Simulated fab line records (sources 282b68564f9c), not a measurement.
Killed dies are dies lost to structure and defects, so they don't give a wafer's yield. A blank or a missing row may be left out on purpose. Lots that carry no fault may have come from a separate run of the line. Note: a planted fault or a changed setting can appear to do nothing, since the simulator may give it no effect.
fab line records	flow ritCmos
[record] lots = 7	wafers = 21	lastDay = 7
route steps=202 shown PSD@150 SDANNEAL@153 NSD@158 PLDD@159 NLDD@160 SILICIDE@161 M1@202
lots that met no fault: from a run of the same line without faults
startH: start of the lot's first displayed wafer, in hours after the record's first day	waitH: how many hours have passed since the lot's step before this one	" repeats the value in the row above	L1.1+2: a single row standing in for several wafers	- no value, or no start was given	* or withheld: withheld	< > ~ a bound
route shown NAME@n: a module of which the file shows steps, and the number in the route of the first	usual: mean/standard deviation of fault-free wafers	same: alike in all rows	chamber/n: place in a boat	sites: each site's reading	_std_site: standard deviation of those values	_edge_site: outer sites' mean less inner sites'	radiusMm: for every site, how far away it sits from the centre of the wafer	mask NAME#n: copy n	behind: the last tool/chamber to shape the wafer	hold: reason for holding the lot/hours on hold/outcome of the hold	device: the transistor (n, p or np) that didn't switch	end of line: the tests these same wafers got at the end of their route	a step given without rows: its recipe and nothing more	killed: count of dies lost to structure and defects at first sort (not the wafer's yield)	map: dies across one wafer; x = killed, . = not, _ = none there
set.NAME: the setting as run; set.NAME@STEP: as run at that earlier step	model.NAME: the simulator's own value behind a step, which no gauge read
certain route steps with their lots: each step a table, each wafer a row
services: the hour from which a tool's chamber was out of use, counted from the record's first day as startH (under 0 if before that day), plus the number of hours and why
[[steps]]
[step RIT_PSD_IMPLANT_08]
[recipe] species = BF2	energyKev = 27	doseCm2 = 5e+15	tiltDeg = 7
[step RIT_PSD_STRIP_09]
[recipe] chemistry = O2	timeS = 180	resist = NOVOLAK	platenTempC = withheld	powerW = 500	pressureMtorr = 4000	o2FlowSccm = 4000
[usual] drypumpMotorCurrentA = 5.6/0.48
lot.wafer	tool	chamber	startH	waitH	drypumpMotorCurrentA	rfHoursCounterH
L331.1	plasmaAsher-02	0	61.24	0.1	5.3	40
L331.3	"	0	"	"	5.3	-
L331.4	"	1	"	"	6.0	-
L334.1	plasmaAsher-04	1	80.57	0.1	5.7	45
L334.3	"	1	"	"	5.7	-
L334.5	"	0	"	"	6.3	-
L342.1	plasmaAsher-02	0	118.30	0.1	5.3	0
L342.5	"	0	"	"	5.3	-
L342.6	"	1	"	"	6.1	-
L344.3	plasmaAsher-03	1	130.07	0.1	5.4	-
L344.4	"	0	"	"	4.9	-
L344.5	"	0	"	"	4.9	-
L346.2	plasmaAsher-04	1	136.86	0.1	5.7	51
L346.3	"	0	"	"	6.3	-
L346.5	"	0	"	"	6.3	-
L350.1	plasmaAsher-03	0	158.82	0.1	4.9	52
L350.3	"	1	"	"	5.4	-
L350.5	"	0	"	"	4.8	-
L352.2	plasmaAsher-04	1	171.69	0.1	5.7	53
L352.4	"	0	"	"	6.3	-
L352.5	"	0	"	"	6.3	-
[step RIT_PSD_TW_MEAS_10]
[usual] PSD_TW = 3448/31
lot.wafer	tool	chamber	startH	waitH	PSD_TW
L331.1	filmMetro-01	-	61.42	0.1	3487
L331.3	"	-	"	"	3485
L331.4	"	-	"	"	3483
L334.1	filmMetro-02	-	80.74	0.1	3455
L334.3	"	-	"	"	3452
L334.5	"	-	"	"	3467
L342.1	filmMetro-01	-	118.47	0.1	3486
L342.5	"	-	"	"	3490
L342.6	"	-	"	"	3491
L344.3	filmMetro-02	-	130.21	0.1	3402
L344.4	"	-	"	"	3429
L344.5	"	-	"	"	3418
L346.2	filmMetro-01	-	137.04	0.1	3485
L346.3	"	-	"	"	3478
L346.5	"	-	"	"	3517
L350.1	filmMetro-02	-	159.00	0.1	3442
L350.3	"	-	"	"	3457
L350.5	"	-	"	"	3464
L352.2	filmMetro-02	-	171.88	0.1	3438
L352.4	"	-	"	"	3426
L352.5	"	-	"	"	3435
[step RIT_SDANNEAL_CLEAN_00]
[recipe] chemistry = SC1	mix = 3:3:50	timeS = 600	tempC = 75
[step RIT_SDANNEAL_CLEAN_01]
[recipe] chemistry = dHF	dilution = 50:1	timeS = 30
[step RIT_SDANNEAL_CLEAN_02]
[recipe] chemistry = SC2	mix = 3:3:50	timeS = 600	tempC = 75	dry = n2Spin
[step RIT_SDANNEAL_RTA_03]
[recipe] tempC = 1050	timeS = 5	idleTempC = 600	rampUpCPerS = 342	rampDownCPerS = 171	coolToC = 600	ambient = N2
[usual] wafer_temp_C_max = 1053.5/1.2
lot.wafer	tool	chamber	startH	waitH	wafer_temp_C_max
L331.1	rtpAnneal-01	0	61.91	0.0	1053.5
L331.3	"	0	"	"	1052.5
L331.4	"	0	"	"	1053.0
L334.1	rtpAnneal-01	0	81.20	0.0	1052.8
L334.3	"	0	"	"	1055.8
L334.5	"	0	"	"	1054.7
L342.1	rtpAnneal-01	0	118.90	0.0	1052.9
L342.5	"	0	"	"	1054.7
L342.6	"	0	"	"	1056.8
L344.3	rtpAnneal-01	0	130.65	0.0	1054.2
L344.4	"	0	"	"	1053.8
L344.5	"	0	"	"	1052.8
L346.2	rtpAnneal-01	0	137.48	0.0	1054.3
L346.3	"	0	"	"	1053.2
L346.5	"	0	"	"	1051.9
L350.1	rtpAnneal-01	0	159.44	0.0	1055.8
L350.3	"	0	"	"	1053.3
L350.5	"	0	"	"	1054.4
L352.2	rtpAnneal-01	0	172.31	0.0	1054.7
L352.4	"	0	"	"	1055.0
L352.5	"	0	"	"	1052.7
[step RIT_SDANNEAL_RS_MEAS_04]
[recipe] thkMeasGauge = four-point-probe
[usual] PSD_RS = 115.98/0.24
lot.wafer	tool	chamber	startH	waitH	PSD_RS[ohm/sq]
L331.1	filmMetro-02	-	61.97	0.0	116.08
L331.3	"	-	"	"	115.94
L331.4	"	-	"	"	115.93
L334.1	filmMetro-03	-	81.26	0.0	116.15
L334.3	"	-	"	"	116.53
L334.5	"	-	"	"	116.14
L342.1	filmMetro-03	-	118.96	0.0	116.13
L342.5	"	-	"	"	115.90
L342.6	"	-	"	"	116.07
L344.3	filmMetro-02	-	130.73	0.1	116.18
L344.4	"	-	"	"	116.32
L344.5	"	-	"	"	116.35
L346.2	filmMetro-03	-	137.55	0.1	115.67
L346.3	"	-	"	"	115.51
L346.5	"	-	"	"	115.63
L350.1	filmMetro-01	-	159.56	0.1	116.16
L350.3	"	-	"	"	115.87
L350.5	"	-	"	"	116.02
L352.2	filmMetro-03	-	172.37	0.1	116.20
L352.4	"	-	"	"	116.24
L352.5	"	-	"	"	116.21
[step RIT_SDANNEAL_RS_MEAS_05]
[recipe] thkMeasGauge = four-point-probe
[usual] NSD_RS = 84.48/0.29
lot.wafer	tool	chamber	startH	waitH	NSD_RS[ohm/sq]
L331.1	filmMetro-02	-	62.09	0.1	84.37
L331.3	"	-	"	"	84.09
L331.4	"	-	"	"	84.23
L334.1	filmMetro-03	-	81.38	0.1	84.65
L334.3	"	-	"	"	84.61
L334.5	"	-	"	"	84.67
L342.1	filmMetro-03	-	119.08	0.1	84.50
L342.5	"	-	"	"	84.44
L342.6	"	-	"	"	84.42
L344.3	filmMetro-02	-	130.85	0.1	84.74
L344.4	"	-	"	"	85.01
L344.5	"	-	"	"	84.58
L346.2	filmMetro-03	-	137.67	0.1	83.86
L346.3	"	-	"	"	84.27
L346.5	"	-	"	"	84.12
L350.1	filmMetro-01	-	159.68	0.1	84.31
L350.3	"	-	"	"	84.14
L350.5	"	-	"	"	84.06
L352.2	filmMetro-03	-	172.49	0.1	84.14
L352.4	"	-	"	"	84.00
L352.5	"	-	"	"	84.05
[step RIT_SDANNEAL_RS_MEAS_06]
[recipe] thkMeasGauge = four-point-probe
[usual] PLDD_RS = 178.7/0.5
lot.wafer	tool	chamber	startH	waitH	PLDD_RS[ohm/sq]
L331.1	filmMetro-02	-	62.21	0.1	178.8
L331.3	"	-	"	"	178.8
L331.4	"	-	"	"	179.1
L334.1	filmMetro-03	-	81.50	0.1	178.9
L334.3	"	-	"	"	178.8
L334.5	"	-	"	"	179.1
L342.1	filmMetro-03	-	119.20	0.1	178.3
L342.5	"	-	"	"	179.2
L342.6	"	-	"	"	179.0
L344.3	filmMetro-02	-	130.97	0.1	178.7
L344.4	"	-	"	"	178.3
L344.5	"	-	"	"	178.7
L346.2	filmMetro-03	-	137.79	0.1	178.3
L346.3	"	-	"	"	177.8
L346.5	"	-	"	"	178.4
L350.1	filmMetro-01	-	159.80	0.1	179.1
L350.3	"	-	"	"	178.4
L350.5	"	-	"	"	178.3
L352.2	filmMetro-03	-	172.61	0.1	178.4
L352.4	"	-	"	"	179.5
L352.5	"	-	"	"	178.7
[step RIT_SDANNEAL_RS_MEAS_07]
[recipe] thkMeasGauge = four-point-probe
[usual] NLDD_RS = 151.6/0.43
lot.wafer	tool	chamber	startH	waitH	NLDD_RS[ohm/sq]
L331.1	filmMetro-02	-	62.33	0.1	152.2
L331.3	"	-	"	"	152.1
L331.4	"	-	"	"	151.8
L334.1	filmMetro-03	-	81.62	0.1	151.5
L334.3	"	-	"	"	151.9
L334.5	"	-	"	"	151.7
L342.1	filmMetro-03	-	119.32	0.1	151.1
L342.5	"	-	"	"	151.6
L342.6	"	-	"	"	151.8
L344.3	filmMetro-02	-	131.09	0.1	151.9
L344.4	"	-	"	"	152.4
L344.5	"	-	"	"	151.9
L346.2	filmMetro-03	-	137.91	0.1	151.4
L346.3	"	-	"	"	151.3
L346.5	"	-	"	"	150.9
L350.1	filmMetro-01	-	159.92	0.1	151.6
L350.3	"	-	"	"	152.0
L350.5	"	-	"	"	151.9
L352.2	filmMetro-03	-	172.73	0.1	151.9
L352.4	"	-	"	"	151.2
L352.5	"	-	"	"	151.6
[step RIT_SILICIDE_WET_ETCH_00]
[recipe] chemistry = BOE	target = SiO2	targetDepthNm = 14	timeS = 15	dry = n2Spin	dilution = 10:1	tempC = 21.5
[step RIT_SILICIDE_SPUTTER_01]
[recipe] material = Ti	targetThkNm = 30	powerW = 350	chamberPressurePa = 0.667	gas = Ar	timeS = 240	substrateTempC = 25
[usual] throttleValvePct = 29.6/1
lot.wafer	tool	chamber	startH	waitH	throttleValvePct	model.Ti_of_SILICIDE_SPUTTER_01.thkNm
L331.1	pvdSputter-03	-	62.46	0.0	31.2	29.8
L331.3	"	-	"	"	29.8	30.04
L331.4	"	-	"	"	28.9	29.81
L334.1	pvdSputter-03	-	81.75	0.0	29.2	30.63
L334.3	"	-	"	"	29.1	30.03
L334.5	"	-	"	"	29.7	30.05
L342.1	pvdSputter-03	-	119.45	0.0	29.7	29.88
L342.5	"	-	"	"	29.1	29.83
L342.6	"	-	"	"	30.8	31.44
L344.3	pvdSputter-03	-	131.18	0.0	30.7	31.88
L344.4	"	-	"	"	29.0	30.1
L344.5	"	-	"	"	29.1	30.02
L346.2	pvdSputter-03	-	138.03	0.0	29.0	29.8
L346.3	"	-	"	"	30.9	31.19
L346.5	"	-	"	"	28.8	29.72
L350.1	pvdSputter-02	-	160.05	0.0	29.7	29.94
L350.3	"	-	"	"	32.6	30.08
L350.5	"	-	"	"	29.3	29.85
L352.2	pvdSputter-02	-	172.85	0.0	32.7	30.42
L352.4	"	-	"	"	29.2	30.43
L352.5	"	-	"	"	29.2	30.47
[step RIT_SILICIDE_RS_MEAS_02]
[recipe] thkMeasGauge = four-point-probe	reads = Ti_of_SILICIDE_SPUTTER_01
[usual] SILICIDE_TI_RS = 47.8/0.66
lot.wafer	tool	chamber	startH	waitH	SILICIDE_TI_RS[ohm/sq]
L331.1	filmMetro-03	-	62.61	0.1	48.4
L331.3	"	-	"	"	47.8
L331.4	"	-	"	"	48.2
L334.1	filmMetro-04	-	81.90	0.1	46.6
L334.3	"	-	"	"	47.9
L334.5	"	-	"	"	47.7
L342.1	filmMetro-04	-	119.60	0.1	48.1
L342.5	"	-	"	"	48.1
L342.6	"	-	"	"	45.1
L344.3	filmMetro-04	-	131.37	0.1	44.3
L344.4	"	-	"	"	47.7
L344.5	"	-	"	"	47.8
L346.2	filmMetro-04	-	138.20	0.1	48.2
L346.3	"	-	"	"	45.5
L346.5	"	-	"	"	48.4
L350.1	filmMetro-03	-	160.20	0.1	48.0
L350.3	"	-	"	"	47.7
L350.5	"	-	"	"	48.2
L352.2	filmMetro-03	-	173.02	0.1	47.0
L352.4	"	-	"	"	46.9
L352.5	"	-	"	"	46.8
[step RIT_SILICIDE_THK_MEAS_03]
[recipe] thkMeasGauge = xrf	reads = Ti_of_SILICIDE_SPUTTER_01
[usual] SILICIDE_TI_THK = 30.0/0.34
lot.wafer	tool	chamber	startH	waitH	SILICIDE_TI_THK[nm]
L331.1	filmMetro-03	-	62.73	0.1	29.7
L331.3	"	-	"	"	29.9
L331.4	"	-	"	"	29.6
L334.1	filmMetro-04	-	82.02	0.1	30.6
L334.3	"	-	"	"	30.0
L334.5	"	-	"	"	29.9
L342.1	filmMetro-04	-	119.72	0.1	29.9
L342.5	"	-	"	"	29.9
L342.6	"	-	"	"	31.7
L344.3	filmMetro-04	-	131.47	0.1	31.9
L344.4	"	-	"	"	30.1
L344.5	"	-	"	"	30.0
L346.2	filmMetro-04	-	138.31	0.1	29.8
L346.3	"	-	"	"	31.2
L346.5	"	-	"	"	29.6
L350.1	filmMetro-03	-	160.32	0.1	29.6
L350.3	"	-	"	"	29.8
L350.5	"	-	"	"	29.6
L352.2	filmMetro-03	-	173.13	0.1	30.1
L352.4	"	-	"	"	30.2
L352.5	"	-	"	"	30.4
[step RIT_SILICIDE_RTA_04]
[recipe] tempC = 650	timeS = 10	idleTempC = 25	rampUpS = 5	rampDownS = 5	coolToC = 25	ambient = N2
[usual] wafer_temp_C_max = 653.8/0.75
lot.wafer	tool	chamber	startH	waitH	wafer_temp_C_max
L331.1	rtpAnneal-01	0	62.79	0.1	653.2
L331.3	"	0	"	"	654.1
L331.4	"	0	"	"	653.1
L334.1	rtpAnneal-02	0	82.08	0.1	654.3
L334.3	"	0	"	"	654.0
L334.5	"	0	"	"	653.9
L342.1	rtpAnneal-02	0	119.78	0.1	654.1
L342.5	"	0	"	"	654.1
L342.6	"	0	"	"	653.4
L344.3	rtpAnneal-02	0	131.53	0.1	653.3
L344.4	"	0	"	"	654.1
L344.5	"	0	"	"	654.1
L346.2	rtpAnneal-02	0	138.37	0.1	655.2
L346.3	"	0	"	"	653.3
L346.5	"	0	"	"	654.3
L350.1	rtpAnneal-02	0	160.38	0.1	653.7
L350.3	"	0	"	"	654.0
L350.5	"	0	"	"	652.9
L352.2	rtpAnneal-02	0	173.19	0.1	653.3
L352.4	"	0	"	"	652.6
L352.5	"	0	"	"	653.6
[step RIT_M1_PROBE_99]
[usual] killedAtContacts = 0.1/0.31	killedAtFrontEnd = 6.3/2.7	killedDies = 6.4/2.7	killedOpen = 3.3/2	killedShort = 3/1.8
[same] grossDies = 264	killed_at_M0_to_M3 = 0	killed_at_M4_up = 0	killedAtBackSide = 0	killedAtOther = 0
lot.wafer	tool	chamber	startH	waitH	killedAtContacts	killedAtFrontEnd	killedDies	killedOpen	killedShort	model.etest.contactPplus.endOhmUm	model.etest.contactNplus.endOhmUm	model.etest.npolyLine.rsOhmSq	model.etest.ppolyLine.rsOhmSq	model.etest.npolySal.rsOhmSq	model.etest.ppolySal.rsOhmSq	model.etest.pplusSal.rsOhmSq	model.etest.nplusSal.rsOhmSq
L331.1	prober-02	-	69.33	0.1	0	5	5	2	3	44.18	41.37	17.17	16.65	4.414	4.353	4.364	4.322
L331.3	prober-02	-	69.43	0.2	0	6	6	2	4	44.28	41.16	17.08	16.57	4.343	4.341	4.274	4.288
L331.4	prober-02	-	69.48	0.2	0	6	6	4	2	44.26	40.3	17.23	16.76	4.389	4.374	4.379	4.354
L334.1	prober-02	-	89.43	0.1	0	14	14	10	4	45.55	41.81	16.86	16.34	4.282	4.215	4.296	4.217
L334.3	prober-02	-	89.53	0.2	0	11	11	8	3	44.51	41.23	16.93	16.56	4.352	4.34	4.319	4.303
L334.5	prober-02	-	89.63	0.2	0	13	13	8	5	44.44	40.93	17.08	16.5	4.373	4.292	4.307	4.3
L342.1	prober-01	-	126.46	0.1	0	11	11	7	4	43.79	40.67	17.09	16.48	4.369	4.348	4.331	4.346
L342.5	prober-01	-	126.66	0.2	0	6	6	2	4	42.51	40.98	16.94	16.48	4.363	4.339	4.341	4.313
L342.6	prober-01	-	126.71	0.2	0	4	4	2	2	43.82	41.87	16.32	15.91	4.181	4.138	4.119	4.111
L344.3	prober-01	-	138.19	0.2	0	8	8	6	2	46.33	44.91	16.19	15.85	4.179	4.142	4.128	4.153
L344.4	prober-01	-	138.24	0.2	1	5	6	1	5	45.14	41.69	16.94	16.56	4.352	4.308	4.307	4.297
L344.5	prober-01	-	138.29	0.2	0	11	11	4	7	45.33	41.97	16.96	16.54	4.415	4.33	4.361	4.371
L346.2	prober-01	-	144.85	0.1	0	7	7	4	3	44.88	41.17	17.21	16.67	4.4	4.388	4.386	4.347
L346.3	prober-01	-	144.90	0.2	0	7	7	4	3	47.08	43.6	16.49	16.03	4.245	4.218	4.242	4.183
L346.5	prober-01	-	145.00	0.2	0	13	13	6	6	44.8	42.53	17.14	16.55	4.402	4.414	4.381	4.364
L350.1	prober-01	-	167.17	0.1	1	0	1	0	1	45.09	40.14	17.06	16.43	4.311	4.287	4.29	4.298
L350.3	prober-01	-	167.27	0.2	0	9	9	8	1	42.9	40.14	17.04	16.56	4.294	4.285	4.292	4.259
L350.5	prober-01	-	167.37	0.2	0	12	12	1	9	42.79	40.03	17.12	16.5	4.368	4.313	4.306	4.314
L352.2	prober-01	-	179.81	0.1	0	5	5	3	2	47.41	41.77	16.64	16.22	4.244	4.206	4.244	4.243
L352.4	prober-01	-	179.91	0.2	0	5	5	2	3	47.16	40.41	16.63	16.17	4.29	4.244	4.279	4.216
L352.5	prober-01	-	179.96	0.2	0	7	7	6	1	45.91	40.32	16.83	16.3	4.313	4.283	4.275	4.277
// killed by level:class
L331.1 REOX:geometricParticle:short=2 GATE:geometricParticle:open=1 GATE:geometricParticle:short=1 SPACER:geometricParticle:open=1
L331.3 GATE:geometricParticle:short=4 FOX2:geometricParticle:open=1 GATE:geometricParticle:open=1
L331.4 REOX:geometricParticle:open=2 FOX1:geometricParticle:open=1 FOX2:geometricParticle:open=1 FOX2:geometricParticle:short=1 REOX:geometricParticle:short=1
L334.1 GATE:geometricParticle:open=5 FOX1:geometricParticle:open=2 GATE:geometricParticle:short=2 REOX:geometricParticle:open=1 SPACER:geometricParticle:open=1 SPACER:geometricParticle:short=1 SILICIDE:geometricParticle:open=1 SILICIDE:geometricParticle:short=1
L334.3 GATE:geometricParticle:open=5 FOX1:geometricParticle:open=2 GATE:geometricParticle:short=2 SILICIDE:geometricParticle:open=1 SILICIDE:geometricParticle:short=1
L334.5 SPACER:geometricParticle:open=4 GATE:geometricParticle:short=2 GATE:geometricParticle:open=2 FOX1:geometricParticle:open=1 FOX2:geometricParticle:short=1 REOX:geometricParticle:short=1 SPACER:geometricParticle:short=1 SILICIDE:geometricParticle:open=1
L342.1 SPACER:geometricParticle:open=5 GATE:geometricParticle:short=3 GATE:geometricParticle:open=2 SPACER:geometricParticle:short=1
L342.5 SPACER:geometricParticle:short=2 GATE:geometricParticle:open=1 GATE:geometricParticle:short=1 REOX:geometricParticle:short=1 REOX:geometricParticle:open=1
L342.6 FOX2:geometricParticle:open=1 FOX2:geometricParticle:short=1 GATE:geometricParticle:open=1 GATE:geometricParticle:short=1
L344.3 GATE:geometricParticle:open=3 FOX1:geometricParticle:open=1 FOX1:geometricParticle:short=1 GATE:geometricParticle:short=1 SPACER:geometricParticle:open=1 SILICIDE:geometricParticle:open=1
L344.4 GATE:geometricParticle:short=2 REOX:geometricParticle:short=1 SPACER:geometricParticle:short=1 SPACER:geometricParticle:open=1 CONTACT:geometricParticle:short=1
L344.5 GATE:geometricParticle:short=3 FOX1:geometricParticle:short=1 FOX1:geometricParticle:open=1 GATE:geometricParticle:open=1 REOX:geometricParticle:open=1 REOX:geometricParticle:short=1 SPACER:geometricParticle:short=1 SILICIDE:geometricParticle:short=1
L346.2 GATE:geometricParticle:open=3 GATE:geometricParticle:short=2 FOX1:geometricParticle:short=1 REOX:geometricParticle:open=1
L346.3 SPACER:geometricParticle:open=2 SILICIDE:geometricParticle:open=2 FOX1:geometricParticle:short=1 GATE:geometricParticle:short=1 REOX:geometricParticle:short=1
L346.5 REOX:geometricParticle:short=3 REOX:geometricParticle:open=2 SILICIDE:geometricParticle:open=2 SILICIDE:geometricParticle:short=2 FOX1:geometricParticle:open=1 GATE:geometricParticle:open=1 GATE:geometricParticle:short=1 NWELL:coatMicrobubblePrinted=1
L350.1 CONTACT:geometricParticle:short=1
L350.3 SILICIDE:geometricParticle:open=3 GATE:geometricParticle:open=2 FOX1:geometricParticle:open=1 SPACER:geometricParticle:open=1 FOX2:geometricParticle:open=1 SILICIDE:geometricParticle:short=1
L350.5 GATE:geometricParticle:short=4 SILICIDE:geometricParticle:short=2 PWELL:coatMicrobubblePrinted=2 FOX1:geometricParticle:short=1 FOX2:geometricParticle:short=1 REOX:geometricParticle:open=1 SPACER:geometricParticle:short=1
L352.2 REOX:geometricParticle:open=2 REOX:geometricParticle:short=2 GATE:geometricParticle:open=1
L352.4 GATE:geometricParticle:short=3 SPACER:geometricParticle:open=1 SILICIDE:geometricParticle:open=1
L352.5 GATE:geometricParticle:open=4 SPACER:geometricParticle:open=2 FOX1:geometricParticle:short=1
[[services]]
tool	chamber	startH	hours	kind
rtpAnneal-02	-	43.34	4.9	pm
plasmaAsher-04	-	68.49	0.4	repair
plasmaAsher-02	-	108.75	9.0	pm
plasmaAsher-02	0	108.75	9.0	ventCycle
plasmaAsher-02	1	108.75	9.0	ventCycle
plasmaAsher-02	0	117.75	-	clean
plasmaAsher-02	1	117.75	-	clean
plasmaAsher-04	-	144.55	14.6	pm
plasmaAsher-03	-	153.05	2.8	pm
[[key]]
[firstSign] step = RIT_SILICIDE_RS_MEAS_02	reading = SILICIDE_TI_RS	direction = down	sigmas = 4.2	usual = 47.8	struck = 45.0
[effect] step = RIT_SILICIDE_THK_MEAS_03	reading = SILICIDE_TI_THK	direction = up	sigmas = 4.7	usual = 30.0	struck = 31.6
[modelEffect] step = RIT_SILICIDE_SPUTTER_01	value = Ti_of_SILICIDE_SPUTTER_01.thkNm	without = 29.69	struck = 31.51
[modelEffect] step = RIT_M1_PROBE_99	value = etest.contactPplus.endOhmUm	without = 43.1	struck = 45.74
metAt RIT_SILICIDE_SPUTTER_01
struckWafers L342.6,L344.3,L346.3
testerLeftOut L342,L344,L346
onsetBetween 62.46 119.45
[fault] kind = processParameterDrift	tool = pvdSputter-03	chamber = -	onsetH = 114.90	steps = RIT_SILICIDE_SPUTTER_01	channel = timeS	offset = *	shape = step	endH = 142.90	stated = *	scope = struckWafersOnly
// testerLeftOut: of these lots the tester's yield and bins aren't shown, on N5 and GAA mostly nor the transistor test; their killed dies are dies lost to structure and defects alone, not to doping, threshold or leakage, so they don't give the yield
